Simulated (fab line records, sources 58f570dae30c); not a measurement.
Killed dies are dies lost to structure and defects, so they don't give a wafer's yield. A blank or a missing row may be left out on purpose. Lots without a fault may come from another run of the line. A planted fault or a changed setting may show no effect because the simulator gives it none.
Which tool did it? | flow berkeley_cmos170 | 15 lots, 45 wafers sampled, at 6 steps of a route of 331

WHAT THE GAUGES READ, wafer by wafer
UCB170_FIELD_THK_MEAS_02. Usual: FIELD_OXIDE_THK 558 nm, standard deviation 9.3.
lot  | measured    | on            | FIELD_OXIDE_THK (nm) | flag
L805 | day 5 09:02 | film_metro-04 | 564 561 551          |
L806 | day 5 08:59 | film_metro-01 | 565 569 569          |
L807 | day 6 00:10 | film_metro-02 | 562 564 558          |
L808 | day 6 00:19 | film_metro-02 | 568 564 562          |
L809 | day 6 00:44 | film_metro-04 | 552 542 558          |
L811 | day 6 11:35 | film_metro-01 | 549 556 539          |
L812 | day 6 11:35 | film_metro-04 | 552 561 559          |
L813 | day 7 13:31 | film_metro-04 | 553 565 553          |
L818 | day 7 17:44 | film_metro-04 | 563 565 562          |
L819 | day 7 17:46 | film_metro-01 | 569 582 563          |
L820 | day 8 12:44 | film_metro-04 | 502 505 505          | OFF
L823 | day 8 12:40 | film_metro-04 | 506 503 505          | OFF
L824 | day 8 12:47 | film_metro-04 | 504 501 503          | OFF
L826 | day 9 10:23 | film_metro-04 | 565 557 563          |
L827 | day 9 10:23 | film_metro-02 | 564 564 569          |

UCB170_FIELD_THK_MEAS_90. Usual: FIELD_OXIDE_LEFT_1_THK 441 nm, standard deviation 9.2.
lot  | measured    | on            | FIELD_OXIDE_LEFT_1_THK (nm) | flag
L805 | day 6 01:17 | film_metro-02 | 447 444 434                 |
L806 | day 6 01:17 | film_metro-01 | 448 451 451                 |
L807 | day 6 10:49 | film_metro-04 | 445 448 441                 |
L808 | day 6 10:47 | film_metro-01 | 453 448 447                 |
L809 | day 6 10:47 | film_metro-02 | 436 424 441                 |
L811 | day 6 22:17 | film_metro-01 | 433 440 422                 |
L812 | day 6 22:21 | film_metro-01 | 434 443 442                 |
L813 | day 7 22:06 | film_metro-02 | 436 448 436                 |
L818 | day 8 07:28 | film_metro-04 | 447 448 445                 |
L819 | day 8 04:29 | film_metro-04 | 453 466 448                 |
L820 | day 8 21:49 | film_metro-01 | 386 388 388                 | OFF
L823 | day 8 21:52 | film_metro-01 | 390 387 389                 | OFF
L824 | day 8 21:49 | film_metro-04 | 389 386 388                 | OFF
L826 | day 9 20:11 | film_metro-02 | 447 440 445                 |
L827 | day 9 20:12 | film_metro-04 | 447 446 452                 |

UCB170_FIELD_THK_MEAS_91. Usual: FIELD_OXIDE_LEFT_2_THK 353 nm, standard deviation 9.3.
lot  | measured     | on            | FIELD_OXIDE_LEFT_2_THK (nm) | flag
L805 | day 6 23:59  | film_metro-02 | 358 355 345                 |
L806 | day 6 23:26  | film_metro-04 | 360 363 362                 |
L807 | day 7 09:18  | film_metro-01 | 358 360 353                 |
L808 | day 7 09:17  | film_metro-04 | 364 360 358                 |
L809 | day 7 09:17  | film_metro-02 | 348 336 352                 |
L811 | day 7 14:17  | film_metro-04 | 344 351 334                 |
L812 | day 7 13:46  | film_metro-01 | 346 355 354                 |
L813 | day 8 17:27  | film_metro-04 | 347 360 348                 |
L818 | day 9 02:53  | film_metro-01 | 358 360 357                 |
L819 | day 9 01:54  | film_metro-04 | 364 378 359                 |
L820 | day 9 20:20  | film_metro-02 | 298 301 301                 | OFF
L823 | day 9 20:37  | film_metro-04 | 302 298 300                 | OFF
L824 | day 9 20:16  | film_metro-01 | 300 296 299                 | OFF
L826 | day 10 21:28 | film_metro-02 | 359 351 357                 |
L827 | day 10 21:32 | film_metro-04 | 358 357 363                 |

UCB170_SILICIDE_THK_MEAS_03: measures by xrf. Usual: SILICIDE_TI_THK 30.5 nm, standard deviation 0.37.
lot  | measured     | on            | SILICIDE_TI_THK (nm) | flag
L805 | day 8 10:15  | film_metro-04 | 30.8 30.6 30.9       |
L806 | day 8 09:36  | film_metro-04 | 31.0 31.0 31.0       |
L807 | day 8 13:37  | film_metro-04 | 31.1 31.0 30.7       |
L808 | day 8 13:13  | film_metro-04 | 30.3 30.4 30.4       |
L809 | day 8 12:44  | film_metro-01 | 30.5 30.3 31.1       |
L811 | day 9 01:23  | film_metro-04 | 30.6 30.5 30.5       |
L812 | day 9 01:40  | film_metro-04 | 31.1 30.6 30.9       |
L813 | day 10 00:41 | film_metro-01 | 30.6 30.9 30.5       |
L818 | day 10 14:44 | film_metro-04 | 30.8 31.1 31.1       |
L819 | day 10 09:01 | film_metro-01 | 29.6 29.7 29.9       |
L820 | day 11 07:49 | film_metro-01 | 30.4 30.1 30.7       |
L823 | day 11 07:35 | film_metro-04 | 30.7 30.5 30.5       |
L824 | day 11 07:25 | film_metro-04 | 30.7 30.7 31.2       |
L826 | day 11 23:44 | film_metro-04 | 30.3 29.8 29.9       |
L827 | day 12 00:17 | film_metro-01 | 29.9 29.7 29.9       |

UCB170_M1_CD_MEAS_09: target cd 700 nm. Usual: cd_nm 700.0 nm, standard deviation 1.2.
lot  | measured     | on        | cd_nm (nm)        | flag
L805 | day 8 18:04  | cd_sem-02 | 697.7 698.4 699.5 |
L806 | day 8 16:02  | cd_sem-01 | 700.9 699.9 700.5 |
L807 | day 9 00:16  | cd_sem-02 | 700.8 700.9 699.7 |
L808 | day 8 19:43  | cd_sem-01 | 701.7 700.4 701.5 |
L809 | day 8 21:26  | cd_sem-02 | 699.7 699.4 699.2 |
L811 | day 9 09:35  | cd_sem-02 | 700.0 700.9 699.5 |
L812 | day 9 11:47  | cd_sem-02 | 700.9 703.3 701.8 |
L813 | day 10 07:02 | cd_sem-02 | 699.5 699.7 700.4 |
L818 | day 10 22:44 | cd_sem-02 | 699.7 699.4 700.0 |
L819 | day 10 15:37 | cd_sem-01 | 698.4 699.9 699.0 |
L820 | day 11 17:26 | cd_sem-01 | 699.9 698.8 697.7 |
L823 | day 11 17:00 | cd_sem-02 | 700.9 700.4 701.3 |
L824 | day 11 17:09 | cd_sem-01 | 701.5 701.3 701.0 |
L826 | day 12 08:26 | cd_sem-01 | 701.5 700.6 702.2 |
L827 | day 12 13:17 | cd_sem-01 | 700.5 701.4 699.4 |

WHICH TOOL RAN EACH LOT (tool, then ch and the chambers of the sampled wafers, then the start)
lot  | UCB170_FIELD_OXIDATION_01
L805 | furnace-02 ch 0, day 5 05:59
L806 | furnace-02 ch 0, day 5 05:59
L807 | furnace-01 ch 0, day 5 21:08
L808 | furnace-02 ch 0, day 5 21:19
L809 | furnace-04 ch 0, day 5 21:44
L811 | furnace-01 ch 0, day 6 08:35
L812 | furnace-01 ch 0, day 6 08:35
L813 | furnace-04 ch 0, day 7 10:31
L818 | furnace-01 ch 0, day 7 14:40
L819 | furnace-01 ch 0, day 7 14:40
L820 | furnace-01 ch 0, day 8 09:40
L823 | furnace-01 ch 0, day 8 09:40
L824 | furnace-01 ch 0, day 8 09:40
L826 | furnace-02 ch 0, day 9 07:23
L827 | furnace-02 ch 0, day 9 07:23
- UCB170_FIELD_OXIDATION_01: target thk 558.3 nm, ox time 7200 s.

WHAT THE TOOLS THEMSELVES READ (means of the sampled wafers that have a number; where no wafer has one, the mark that the record gives instead)
The record holds no such reading with a usual standard deviation.

THE ANSWER, worked out from the rows above alone
Rule: a lot is off if the mean of its wafers that have a number lies more than 3 standard deviations from the usual mean. A lot without any number at a reading at which 4 lots or more have one is off too. The other lots that the step has rows for count as sound. The gauges are gone through in route order, then the tools' own readings, and for those a lot's mean is taken as printed above. The first step at which some lot is off is used, and at that step the reading that is off furthest; a lot without a number counts as furthest.
Off: L820, L823, L824, at UCB170_FIELD_THK_MEAS_02 (FIELD_OXIDE_THK).
A tool fits if, at a process step before that reading, it ran every lot that is off, and no sound lot after the first of them. The gauges at UCB170_FIELD_THK_MEAS_02 are tried like those tools. One fits: furnace-01 at UCB170_FIELD_OXIDATION_01. Its last sound lot is L818 (day 7 14:40), its first lot that is off L820 (day 8 09:40): a fault that began between those two fits.

WHAT THE SIMULATOR HAD PUT IN
Process parameter drift: furnace-01, from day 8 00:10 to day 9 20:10, at UCB170_FIELD_OXIDATION_01. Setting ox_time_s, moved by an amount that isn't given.
Lots struck among those shown: L823, L820, L824. The rule above found the same.
